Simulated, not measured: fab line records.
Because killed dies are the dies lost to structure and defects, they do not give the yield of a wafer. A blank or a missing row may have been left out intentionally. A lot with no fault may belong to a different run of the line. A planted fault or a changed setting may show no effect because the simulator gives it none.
Lot-split experiment -- flow berkeley_cmos170 -- 23 wafers read across 5 lots, on a route 331 steps long

## THE SPLIT ITSELF
At UCB170_GATE_COAT_07 (resist thk 900 nm), the setting spin_rpm was moved away from the recipe's 1500 rpm on 5 of the 23 wafers read, by -6.2% to -3.7%. The other wafers ran this setting at the recipe's value.

The reading is taken at the split's own step.

## THE READING
KrF_of_GATE_COAT_07.thk_nm (the simulator's own value, which no gauge read), in nm, at UCB170_GATE_COAT_07 (resist thk 900 nm). There is no usual value for it anywhere in the file. Across the 18 wafers here that went through the recipe, the average is 901.0 nm and the standard deviation 2.4 nm.

wafer,"tool, chamber at the split","spin_rpm as run, rpm",against the recipe,"KrF_of_GATE_COAT_07.thk_nm, nm",against lot-mates on the recipe
L074.1,"litho_track-01, 0",1500,recipe,902.4,-
L074.2,"litho_track-01, 0",1500,recipe,903.2,-
L074.3,"litho_track-01, 0",1500,recipe,901.8,-
L074.4,"litho_track-01, 0",1500,recipe,901.4,-
L074.5,"litho_track-01, 0",1500,recipe,901.9,-
L076.1,"litho_track-01, 0",1500,recipe,898.6,-
L076.2,"litho_track-01, 0",1500,recipe,895.8,-
L076.4,"litho_track-01, 0",1500,recipe,899.4,-
L076.5,"litho_track-01, 0",1500,recipe,897.1,-
L076.6,"litho_track-01, 0",1500,recipe,896.4,-
L080.1,"litho_track-01, 0",1500,recipe,901.8,-
L080.2,"litho_track-01, 0",1500,recipe,901.6,-
L080.6,"litho_track-01, 0",1500,recipe,902.9,-
L083.1,"litho_track-04, 0",1445,-3.7%,921.5,+18.0
L083.2,"litho_track-04, 0",1500,recipe,903.4,-
L083.3,"litho_track-04, 0",1445,-3.7%,920.4,+16.9
L083.4,"litho_track-04, 0",1500,recipe,903.5,-
L083.5,"litho_track-04, 0",1445,-3.7%,919.6,+16.1
L084.1,"litho_track-02, 0",1500,recipe,902,-
L084.2,"litho_track-02, 0",1500,recipe,902.8,-
L084.4,"litho_track-02, 0",1500,recipe,901.1,-
L084.5,"litho_track-02, 0",1407,-6.2%,929.9,+27.9
L084.6,"litho_track-02, 0",1407,-6.2%,931.7,+29.7

FIT RESULTS
A straight line over all 23 wafers: KrF_of_GATE_COAT_07.thk_nm changes by -4.98 nm for each +1% of spin_rpm; r = -0.98; the points scatter about the line by 2.3 nm.
The same after taking each lot's own level away (the mean of its wafers on the recipe; 23 wafers): -4.65 nm for each +1%; r = -1.00; scatter 0.9 nm.
Per that fit: largest spin_rpm move, reading shift of 29 nm.
Measured against the standard deviation above, the lots' own levels, which go from 897.46 to 903.45 nm, span 2.5 times it.
So the lot-to-lot level changes the slope little: the two slopes agree.
Check: +29.3 nm against its lot-mates is what the line predicts for one of the wafers moved furthest among these (-6.2%) when that wafer is left out of the fit. It came out at +27.9 nm against them.

## OTHER SPLITS ON THESE WAFERS
Before the reading, these wafers also passed through other splits. Each is held against what the fit with the lots' levels taken away leaves over:
other split on the same wafers,wafers away from the commonest value,r with KrF_of_GATE_COAT_07.thk_nm (lot level and that fit taken away)
UCB170_START_OXIDATION_02 ox_time_s,15,+0.00
UCB170_ZERO_STRIP_07 o2_flow_sccm,4,+0.07
UCB170_NWELL_ETCH_13 time_s,9,+0.15
UCB170_NWELL_IMPLANT_14 energy_kev,7,+0.01
UCB170_PWELL_ETCH_14 time_s,11,+0.15
UCB170_PWELL_IMPLANT_15 energy_kev,7,+0.15
UCB170_ACTIVE_COAT_08 resist_thk_nm,9,+0.11
UCB170_ACTIVE_PEB_11 peb_temp_c,5,+0.11
UCB170_NVT_IMPLANT_07 energy_kev,9,+0.19

## THE FILE'S OWN FIT
KrF_of_GATE_COAT_07.thk_nm changes by -4.65 nm for each +1% of spin_rpm, r = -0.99.
